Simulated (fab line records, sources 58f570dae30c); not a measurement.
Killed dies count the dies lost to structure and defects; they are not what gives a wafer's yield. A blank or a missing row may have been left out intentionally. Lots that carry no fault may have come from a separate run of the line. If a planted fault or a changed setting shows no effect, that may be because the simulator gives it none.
Problem report in the 8D (eight disciplines) form, filled by code + flow berkeley_cmos170 + the parts of the form that need people (team, actions taken, sign-off) are left out

1. THE PROBLEM
Wafers without a fault read 447.9 W, standard deviation 1.5; rf_fwd_power_W at UCB170_ACTIVE_ETCH_15 reads a mean of 375.4 W on 6 wafers belonging to 2 lots. Measured from the usual mean, that is -48 standard deviations.
The step: etches Si3N4 in CH3F/Ar/O2, stops on SiO2, target depth 242 nm, time 151 s.
Earliest sighting: wafer L134.1 on rie_diel-04 at day 6 17:50. The record has a number at this step for 42 wafers belonging to 14 lots. By rule, "out" or "out of limits" means more than 4 standard deviations away from the usual mean. Any other wafer with a number is counted as sound.

2. WHAT IT IS, AND WHAT IT ISN'T
| question                    | is                     | is not                                                                                             |
|-----------------------------|------------------------|----------------------------------------------------------------------------------------------------|
| which readings at this step | rf_fwd_power_W         | chamber_pressure_mTorr, drypump_motor_current_A, oes_product_au, throttle_valve_pct                |
| which lots                  | L134, L136             | L125, L126, L127, L128, L129, L130, L139, L140, L143, L146, L147, L148                             |
| which wafers of those lots  | all that have a number | -                                                                                                  |
| read on which tools         | rie_diel-04            | rie_diel-01, rie_diel-02                                                                           |
| when                        | from day 6 17:50       | up to then (18 sound wafers); but 18 sound wafers of L139, L140, L143, L146, L147, L148 came after |

3. THE SUSPECTS, EACH WITH WHAT RULES IT OUT
Counting: a tool at any process step up to the reading remains a suspect when it ran all the lots that are out and ran no sound lot after the first of those.
- rie_diel-04 at UCB170_ACTIVE_ETCH_15 (etches Si3N4 in CH3F/Ar/O2, stops on SiO2, target depth 242 nm, time 151 s): ruled out as a lasting fault. Sound lots L148 ran on it after its first lot that is out, L134 (day 6 17:50).
Left after counting: nothing in the record.

4. THE CAUSE (what the simulator had put in)
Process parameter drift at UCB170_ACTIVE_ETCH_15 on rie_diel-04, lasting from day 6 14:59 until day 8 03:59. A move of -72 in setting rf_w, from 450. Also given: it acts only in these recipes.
Counting ruled it out, wrongly.

5. SEQUENCE OF EFFECTS, ordered by route
Each row: a reading whose mean over the struck wafers that have a number lies more than 3 standard deviations from the usual. Readings are gone through only where the record gives a usual standard deviation; hours: the median, over the lots, of the time from a lot's start at the first step in this table giving one to that lot's start at this step; sigmas: the change measured in usual standard deviations.
| hours | step                   | reading                  | usual   | on struck wafers | change | sigmas |
|-------|------------------------|--------------------------|---------|------------------|--------|--------|
| 0     | UCB170_ACTIVE_ETCH_15  | rf_fwd_power_W           | 447.9 W | 375.4            | -72.5  | -48    |
| 0     | UCB170_ACTIVE_STRIP_16 | strip_time_to_endpoint_s | 18.44 s | 18.73            | +0.29  | +3.7   |
Here are the process steps it includes:
- UCB170_ACTIVE_ETCH_15: etches Si3N4 in CH3F/Ar/O2, stops on SiO2, target depth 242 nm, time 151 s.
- UCB170_ACTIVE_STRIP_16: strips in O2.
Later steps that measure or inspect, where all struck wafers having a row at the step show a number for every such reading and not one has moved that far: UCB170_NVT_OVL_MEAS_06.

6. HOW IT WOULD HAVE BEEN CAUGHT EARLIER
In this record the first reading out of limits was taken at day 6 17:50, 3 hours after the fault began at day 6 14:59.
